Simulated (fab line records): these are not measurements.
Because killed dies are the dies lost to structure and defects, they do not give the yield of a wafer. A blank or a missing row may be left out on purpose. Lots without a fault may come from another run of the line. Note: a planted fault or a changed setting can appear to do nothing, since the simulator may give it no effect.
fab line records | flow rit-cmos
record lots=5 | wafers=15 | last-day=7
route steps=202 shown GATE@77 FOX2@80 M1@202
lots with no fault: from the same line, run without faults
start-h: hours from the record's opening day to when the first of the lot's shown wafers began | wait-h: hours elapsed since this lot's preceding step | " same as the row above | L1.1+2: several wafers, shown together as one row | - no value, or no start was given | * or withheld: withheld | < > ~ a bound
route shown NAME@n: a module of which the file shows steps, and the number in the route of the first | usual: mean and standard deviation over wafers with no fault | same: alike in all rows | chamber/n: place in a boat | sites: the reading at each site | _std_site: the values' standard deviation | _edge_site: mean of outer sites minus mean of inner sites | radius-mm: for every site, how far away it sits from the centre of the wafer | mask NAME#n: copy n | behind: tool/chamber where the wafer was last shaped | hold: reason for holding the lot/hours on hold/outcome of the hold | device: the transistor (n, p or np) that didn't switch | end of line: tests of these same wafers at the route's end | a step given without rows: its recipe and nothing more | killed: count of dies lost to structure and defects at first sort (not the wafer's yield) | map: a wafer's dies, marking killed ones x, the rest . and places with no die _
set.NAME: the setting the step ran with; set.NAME@STEP: the setting that earlier step ran with | model.NAME: the simulator's own value behind a step, which no gauge read
lots at some steps of the route; a table a step, a row a wafer
services: when a tool's chamber went out of use (start-h, in hours from the record's first day, below 0 if earlier), for how many hours, and the reason
## steps
# step RIT_GATE_CLEAN_02
# recipe chemistry=dHF | dilution=50:1 | time-s=30
# step RIT_GATE_CLEAN_03
# recipe chemistry=SC2 | mix=3:3:50 | time-s=600 | temp-c=75 | dry=n2-spin
# step RIT_GATE_CLEAN_04
# recipe chemistry=dHF | dilution=50:1 | time-s=60 | dry=n2-spin
# step RIT_FOX2_THK_MEAS_91
# recipe reads=SiO2_of_FOX2_OXIDATION_00
# usual FIELD_OXIDE_LEFT_2_THK=255/7.2
lot.wafer | tool          | chamber | start-h | wait-h | FIELD_OXIDE_LEFT_2_THK[nm]
L296.1    | film-metro-04 | -       | 48.28   | 0.0    | 259
L296.4    | "             | -       | "       | "      | 259
L296.6    | "             | -       | "       | "      | 265
L300.2    | film-metro-04 | -       | 68.03   | 0.0    | 254
L300.5    | "             | -       | "       | "      | 252
L300.6    | "             | -       | "       | "      | 257
L310.1    | film-metro-03 | -       | 117.38  | 0.0    | 261
L310.3    | "             | -       | "       | "      | 251
L310.5    | "             | -       | "       | "      | 260
L312.2    | film-metro-03 | -       | 127.76  | 0.0    | 249
L312.3    | "             | -       | "       | "      | 251
L312.5    | "             | -       | "       | "      | 251
L315.1    | film-metro-01 | -       | 144.95  | 0.0    | 249
L315.4    | "             | -       | "       | "      | 246
L315.5    | "             | -       | "       | "      | 246
# step RIT_GATE_OXIDATION_05
# recipe temp-c=900 | ambient=O2 | target-thk-a=30 | ox-time-s=270
# step RIT_GATE_ANNEAL_06
# recipe temp-c=900 | time-s=600 | ambient=N2O
# step RIT_GATE_THK_MEAS_07
# recipe reads=SiO2_of_GATE_OXIDATION_05
# usual GATE_OXIDE_THK=3.00/0.054
lot.wafer | tool          | chamber | start-h | wait-h | GATE_OXIDE_THK[nm]
L296.1    | film-metro-03 | -       | 49.76   | 0.0    | 2.99
L296.4    | "             | -       | "       | "      | 2.97
L296.6    | "             | -       | "       | "      | 2.95
L300.2    | film-metro-03 | -       | 69.70   | 0.0    | 3.01
L300.5    | "             | -       | "       | "      | 3.01
L300.6    | "             | -       | "       | "      | 3.03
L310.1    | film-metro-03 | -       | 118.77  | 0.0    | 2.89
L310.3    | "             | -       | "       | "      | 2.90
L310.5    | "             | -       | "       | "      | 2.96
L312.2    | film-metro-01 | -       | 129.15  | 0.0    | 3.06
L312.3    | "             | -       | "       | "      | 3.06
L312.5    | "             | -       | "       | "      | 3.04
L315.1    | film-metro-01 | -       | 146.33  | 0.0    | 3.06
L315.4    | "             | -       | "       | "      | 3.08
L315.5    | "             | -       | "       | "      | 3.11
# step RIT_GATE_CVD_08
# recipe material=poly-Si | target-thk-nm=250 | temp-c=610 | precursor=SiH4 | time-s=2220 | pressure-mtorr=300 | sih4-flow-sccm=97.58
# step RIT_GATE_THK_MEAS_09
# recipe reads=poly-Si_of_GATE_CVD_08
# usual GATE_POLY_THK=244.1/2
lot.wafer | tool          | chamber | start-h | wait-h | GATE_POLY_THK[nm]
L296.1    | film-metro-01 | -       | 52.25   | 0.0    | 242.1
L296.4    | "             | -       | "       | "      | 243.8
L296.6    | "             | -       | "       | "      | 245.4
L300.2    | film-metro-03 | -       | 71.38   | 0.0    | 246.3
L300.5    | "             | -       | "       | "      | 246.7
L300.6    | "             | -       | "       | "      | 246.7
L310.1    | film-metro-04 | -       | 121.55  | 0.0    | 243.5
L310.3    | "             | -       | "       | "      | 244.1
L310.5    | "             | -       | "       | "      | 244.3
L312.2    | film-metro-01 | -       | 133.93  | 0.0    | 244.2
L312.3    | "             | -       | "       | "      | 244.9
L312.5    | "             | -       | "       | "      | 246.1
L315.1    | film-metro-01 | -       | 148.77  | 0.0    | 241.6
L315.4    | "             | -       | "       | "      | 240.8
L315.5    | "             | -       | "       | "      | 242.7
# step RIT_GATE_HMDS_10
# recipe prime-time-s=60 | prime-temp-c=140
# step RIT_GATE_COAT_11
# recipe resist=NOVOLAK | spin-rpm=4250 | resist-thk-nm=850
# step RIT_GATE_SOFTBAKE_12
# recipe resist=NOVOLAK | temp-c=90 | time-s=60
# step RIT_GATE_EXPOSE_13
# recipe mask-id=M6 | na=0.6 | source-shape=conventional | sigma-outer=0.6 | target-cd-nm=150 | dose-mj=386.6
# usual exposure-dose-mJ-cm2=379.9/0.37
lot.wafer | tool             | chamber | start-h | wait-h | mask    | exposure-dose-mJ-cm2
L296.1    | iline-stepper-01 | 0       | 52.76   | 0.1    | M6#0    | 380.1
L296.4    | "                | 0       | "       | "      | M6#0    | 379.8
L296.6    | "                | 0       | "       | "      | M6#0    | 379.5
L300.2    | iline-stepper-01 | 0       | 71.90   | 0.1    | M6_R1#0 | 380.2
L300.5    | "                | 0       | "       | "      | M6_R1#0 | 380.3
L300.6    | "                | 0       | "       | "      | M6_R1#0 | 380.6
L310.1    | iline-stepper-02 | 0       | 122.18  | 0.2    | M6#0    | 379.9
L310.3    | "                | 0       | "       | "      | M6#0    | 379.7
L310.5    | "                | 0       | "       | "      | M6#0    | 380.1
L312.2    | iline-stepper-01 | 0       | 134.45  | 0.1    | M6#0    | 379.8
L312.3    | "                | 0       | "       | "      | M6#0    | 380.2
L312.5    | "                | 0       | "       | "      | M6#0    | 380.1
L315.1    | iline-stepper-01 | 0       | 149.28  | 0.1    | M6#0    | 379.7
L315.4    | "                | 0       | "       | "      | M6#0    | 379.6
L315.5    | "                | 0       | "       | "      | M6#0    | 379.7
# step RIT_GATE_PEB_14
# recipe resist=NOVOLAK | temp-c=withheld | time-s=withheld
# step RIT_GATE_DEVELOP_15
# recipe resist=NOVOLAK | develop-time-s=50 | dev-temp-c=23
# step RIT_GATE_CD_MEAS_16
# recipe target-cd-nm=150
# usual cd-nm=150.4/2.2
lot.wafer | tool      | chamber | start-h | wait-h | hold                     | cd-nm
L296.1    | cd-sem-02 | -       | 53.16   | -      | -                        | 153.0
L296.4    | "         | -       | "       | "      | -                        | 151.5
L296.6    | "         | -       | "       | "      | -                        | 153.7
L300.2    | cd-sem-02 | -       | 72.30   | -      | await-dispo/0.2h/release | 141.2
L300.5    | "         | -       | "       | "      | await-dispo/0.2h/release | 140.1
L300.6    | "         | -       | "       | "      | await-dispo/0.2h/release | 140.1
L300.2    | cd-sem-02 | -       | 72.59   | 0.3    | -                        | 141.3
L300.5    | "         | -       | "       | "      | -                        | 140.4
L300.6    | "         | -       | "       | "      | -                        | 139.7
L310.1    | cd-sem-02 | -       | 122.58  | -      | -                        | 149.8
L310.3    | "         | -       | "       | "      | -                        | 149.2
L310.5    | "         | -       | "       | "      | -                        | 150.8
L312.2    | cd-sem-02 | -       | 134.85  | -      | -                        | 148.4
L312.3    | "         | -       | "       | "      | -                        | 145.4
L312.5    | "         | -       | "       | "      | -                        | 145.3
L315.1    | cd-sem-01 | -       | 149.91  | -      | -                        | 151.4
L315.4    | "         | -       | "       | "      | -                        | 150.6
L315.5    | "         | -       | "       | "      | -                        | 152.5
# step RIT_GATE_OVL_MEAS_17
# usual GATE_OVL=0.2/1.3
lot.wafer | tool       | chamber | start-h | wait-h | hold                     | GATE_OVL[nm]
L296.1    | overlay-02 | -       | 53.28   | 0.1    | -                        | -1.6
L296.4    | "          | -       | "       | "      | -                        | -0.7
L296.6    | "          | -       | "       | "      | -                        | -1.6
L300.2    | overlay-01 | -       | 75.79   | 3.2    | await-dispo/3.1h/release | -0.4
L300.5    | "          | -       | "       | "      | await-dispo/3.1h/release | 0.5
L300.6    | "          | -       | "       | "      | await-dispo/3.1h/release | -0.5
L310.1    | overlay-02 | -       | 122.70  | 0.1    | -                        | -0.8
L310.3    | "          | -       | "       | "      | -                        | -0.4
L310.5    | "          | -       | "       | "      | -                        | 0.0
L312.2    | overlay-02 | -       | 134.96  | 0.1    | -                        | -1.5
L312.3    | "          | -       | "       | "      | -                        | -0.9
L312.5    | "          | -       | "       | "      | -                        | 0.6
L315.1    | overlay-02 | -       | 150.03  | 0.1    | -                        | 0.0
L315.4    | "          | -       | "       | "      | -                        | -0.2
L315.5    | "          | -       | "       | "      | -                        | -0.1
# step RIT_GATE_HARDBAKE_18
# recipe resist=NOVOLAK | temp-c=140 | time-s=60
# step RIT_GATE_ETCH_19
# recipe chemistry=SF6/CHF3/O2 | time-s=165 | SF6_flow_sccm=30 | CHF3_flow_sccm=30 | O2_flow_sccm=5 | target=poly-Si | pressure-mtorr=40 | rf-w=160 | target-depth-a=3125 | over-etch-frac=0.25 | stop-on=SiO2
# usual drypump-motor-current-A=5.4/0.54 | oes-product-au=0.831/0.012 | rf-fwd-power-W=159.4/0.48 | throttle-valve-pct=10.30/0.11
lot.wafer | tool      | chamber | start-h | wait-h | drypump-motor-current-A | oes-product-au | rf-fwd-power-W | rf-hours-counter-h | throttle-valve-pct | model.GATE.cd-nm
L296.1    | rie-si-01 | 0       | 53.47   | 0.1    | 6.6                     | 0.827          | 159.1          | 56                 | 10.53              | 153
L296.4    | "         | 2       | "       | "      | 5.8                     | 0.825          | 159.3          | 47                 | 10.26              | 151.8
L296.6    | "         | 0       | "       | "      | 6.6                     | 0.827          | 158.5          | -                  | 10.50              | 153.4
L300.2    | rie-si-01 | 3       | 76.31   | 0.1    | 4.9                     | 0.845          | 158.8          | 125                | 10.39              | 141.2
L300.5    | "         | 1       | "       | "      | 5.1                     | 0.845          | 158.9          | -                  | 10.16              | 140.4
L300.6    | "         | 0       | "       | "      | 6.6                     | 0.830          | 159.2          | -                  | 10.51              | 140.1
L310.1    | rie-si-01 | 2       | 122.89  | 0.1    | 5.8                     | 0.824          | 159.2          | 48                 | 10.23              | 149.7
L310.3    | "         | 1       | "       | "      | 5.1                     | 0.856          | 160.0          | 0                  | 10.18              | 149.4
L310.5    | "         | 0       | "       | "      | 6.6                     | 0.835          | 159.5          | -                  | 10.50              | 151
L312.2    | rie-si-01 | 1       | 135.14  | 0.1    | 5.2                     | 0.859          | 159.5          | 0                  | 10.17              | 148.8
L312.3    | "         | 2       | "       | "      | 5.8                     | 0.828          | 159.0          | 48                 | 10.25              | 145.4
L312.5    | "         | 3       | "       | "      | 4.9                     | 0.838          | 159.3          | -                  | 10.40              | 145.6
L315.1    | rie-si-02 | 3       | 150.31  | 0.1    | 5.0                     | 0.825          | 159.6          | 33                 | 10.36              | 151.3
L315.4    | "         | 1       | "       | "      | 4.9                     | 0.812          | 159.2          | -                  | 10.26              | 150.3
L315.5    | "         | 3       | "       | "      | 5.0                     | 0.814          | 159.6          | -                  | 10.38              | 152
# step RIT_GATE_STRIP_20
# recipe chemistry=O2 | time-s=180 | resist=NOVOLAK | platen-temp-c=withheld | power-w=500 | pressure-mtorr=4000 | o2-flow-sccm=4000
# usual drypump-motor-current-A=5.8/0.5
lot.wafer | tool            | chamber | start-h | wait-h | drypump-motor-current-A | rf-hours-counter-h
L296.1    | plasma-asher-03 | 0       | 53.57   | 0.1    | 6.5                     | 27
L296.4    | "               | 0       | "       | "      | 6.5                     | -
L296.6    | "               | 1       | "       | "      | 5.7                     | -
L300.2    | plasma-asher-01 | 0       | 76.44   | 0.1    | 5.3                     | 38
L300.5    | "               | 1       | "       | "      | 5.2                     | -
L300.6    | "               | 0       | "       | "      | 5.3                     | -
L310.1    | plasma-asher-01 | 0       | 123.00  | 0.1    | 5.3                     | 1
L310.3    | "               | 1       | "       | "      | 5.2                     | -
L310.5    | "               | 1       | "       | "      | 5.2                     | -
L312.2    | plasma-asher-04 | 0       | 135.25  | 0.1    | 5.6                     | 50
L312.3    | "               | 1       | "       | "      | 6.3                     | -
L312.5    | "               | 1       | "       | "      | 6.3                     | -
L315.1    | plasma-asher-03 | 1       | 150.42  | 0.1    | 5.7                     | 37
L315.4    | "               | 0       | "       | "      | 6.5                     | -
L315.5    | "               | 1       | "       | "      | 5.7                     | -
# step RIT_M1_PROBE_99
# usual killed-at-contacts=0.1/0.31 | killed-at-front-end=6.3/3 | killed-dies=6.4/3 | killed-open=3/1.9 | killed-short=3.4/1.9
# same gross-dies=264 | killed_at_M0_to_M3=0 | killed_at_M4_up=0 | killed-at-back-side=0 | killed-at-other=0
lot.wafer | tool      | chamber | start-h | wait-h | killed-at-contacts | killed-at-front-end | killed-dies | killed-open | killed-short
L300.2    | prober-02 | -       | 105.43  | 0.1    | 0                  | 9                   | 9           | 6           | 3
L300.5    | prober-02 | -       | 105.58  | 0.2    | 1                  | 2                   | 3           | 3           | 0
L300.6    | prober-02 | -       | 105.63  | 0.2    | 0                  | 2                   | 2           | 2           | 0
L310.1    | prober-02 | -       | 147.01  | 0.1    | 0                  | 7                   | 7           | 3           | 4
L310.3    | prober-02 | -       | 147.11  | 0.2    | 1                  | 5                   | 6           | 1           | 5
L310.5    | prober-02 | -       | 147.21  | 0.2    | 0                  | 7                   | 7           | 2           | 5
L312.2    | prober-02 | -       | 159.64  | 0.1    | 0                  | 10                  | 10          | 3           | 7
L312.3    | prober-02 | -       | 159.69  | 0.2    | 0                  | 6                   | 6           | 4           | 2
L312.5    | prober-02 | -       | 159.79  | 0.2    | 0                  | 0                   | 0           | 0           | 0
L315.1    | prober-01 | -       | 179.13  | 0.1    | 0                  | 5                   | 5           | 4           | 1
L315.4    | prober-01 | -       | 179.28  | 0.2    | 0                  | 8                   | 8           | 4           | 4
L315.5    | prober-01 | -       | 179.33  | 0.2    | 0                  | 2                   | 2           | 1           | 1
# killed by level:class
L300.2 GATE:geometric-particle:open=4 GATE:geometric-particle:short=2 FOX1:geometric-particle:open=1 REOX:geometric-particle:open=1 REOX:geometric-particle:short=1
L300.5 GATE:geometric-particle:open=1 REOX:geometric-particle:open=1 CONTACT:geometric-particle:open=1
L300.6 FOX1:geometric-particle:open=1 GATE:geometric-particle:open=1
L310.1 FOX1:geometric-particle:short=2 GATE:geometric-particle:open=2 FOX1:geometric-particle:open=1 FOX2:geometric-particle:short=1 REOX:geometric-particle:short=1
L310.3 FOX1:geometric-particle:short=2 GATE:geometric-particle:short=2 ACTIVE:geometric-particle:open=1 CONTACT:geometric-particle:short=1
L310.5 FOX2:geometric-particle:short=1 GATE:geometric-particle:open=1 GATE:geometric-particle:short=1 REOX:geometric-particle:open=1 REOX:geometric-particle:short=1 SPACER:geometric-particle:short=1 SILICIDE:geometric-particle:short=1
L312.2 GATE:geometric-particle:short=5 FOX1:geometric-particle:open=1 FOX2:geometric-particle:short=1 FOX2:geometric-particle:open=1 GATE:geometric-particle:open=1 SILICIDE:geometric-particle:short=1
L312.3 GATE:geometric-particle:open=2 SILICIDE:geometric-particle:open=2 FOX1:geometric-particle:short=1 SILICIDE:geometric-particle:short=1
L315.1 FOX2:geometric-particle:open=1 GATE:geometric-particle:open=1 SPACER:geometric-particle:open=1 SILICIDE:geometric-particle:short=1 STARTING-WAFER:geometric-particle:open=1
L315.4 GATE:geometric-particle:short=4 FOX1:geometric-particle:open=1 GATE:geometric-particle:open=1 REOX:geometric-particle:open=1 SILICIDE:geometric-particle:open=1
L315.5 GATE:geometric-particle:open=1 SPACER:geometric-particle:short=1
## services
tool             | chamber | start-h | hours | kind
iline-stepper-02 | -       | 35.18   | 1.7   | pm
plasma-asher-04  | -       | 57.82   | 14.6  | pm
plasma-asher-04  | -       | 74.78   | 2.2   | repair
rie-si-01        | -       | 81.76   | 5.2   | repair
rie-si-01        | 1       | 90.24   | -     | clean
rie-si-01        | 1       | 90.24   | 17.0  | scheduled-down
rie-si-01        | 1       | 90.24   | 17.0  | vent-cycle
iline-stepper-01 | -       | 91.27   | 1.7   | pm
plasma-asher-01  | -       | 98.54   | 2.8   | pm
plasma-asher-01  | -       | 108.75  | 9.0   | pm
plasma-asher-01  | 0       | 108.75  | 9.5   | vent-cycle
plasma-asher-01  | 1       | 108.75  | 9.5   | vent-cycle
plasma-asher-01  | -       | 109.09  | 9.1   | repair
plasma-asher-04  | -       | 114.19  | 2.8   | repair
plasma-asher-01  | 0       | 117.75  | -     | clean
plasma-asher-01  | 1       | 117.75  | -     | clean
rie-si-01        | 2       | 127.57  | 4.7   | repair
plasma-asher-04  | -       | 129.31  | 4.3   | pm
rie-si-01        | 0       | 135.67  | 13.0  | repair
rie-si-02        | 2       | 139.63  | -     | clean
rie-si-02        | 2       | 139.63  | 24.3  | scheduled-down
rie-si-02        | 2       | 139.63  | 24.3  | vent-cycle
## key
first-sign step=RIT_GATE_EXPOSE_13 | reading=mask | direction=changed
effect step=RIT_GATE_CD_MEAS_16 | reading=visit | direction=added
model-effect step=RIT_GATE_ETCH_19 | value=GATE.cd-nm | without=152.6 | struck=140.6
met-at RIT_GATE_EXPOSE_13
struck-wafers L300.2,L300.5,L300.6
tester-left-out L300
onset-between 52.76 71.90
fault kind=wrong-mask | tool=any | chamber=- | onset-h=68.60 | steps=RIT_GATE_EXPOSE_13 | aux-copy=M6_R1#0 | cd-offset-nm=-12 | scope=struck-lots-only
# tester-left-out: of these lots the tester's yield and bins aren't shown, on N5 and GAA mostly nor the transistor test; their killed dies are dies lost to structure and defects alone, not to doping, threshold or leakage, so they don't give the yield
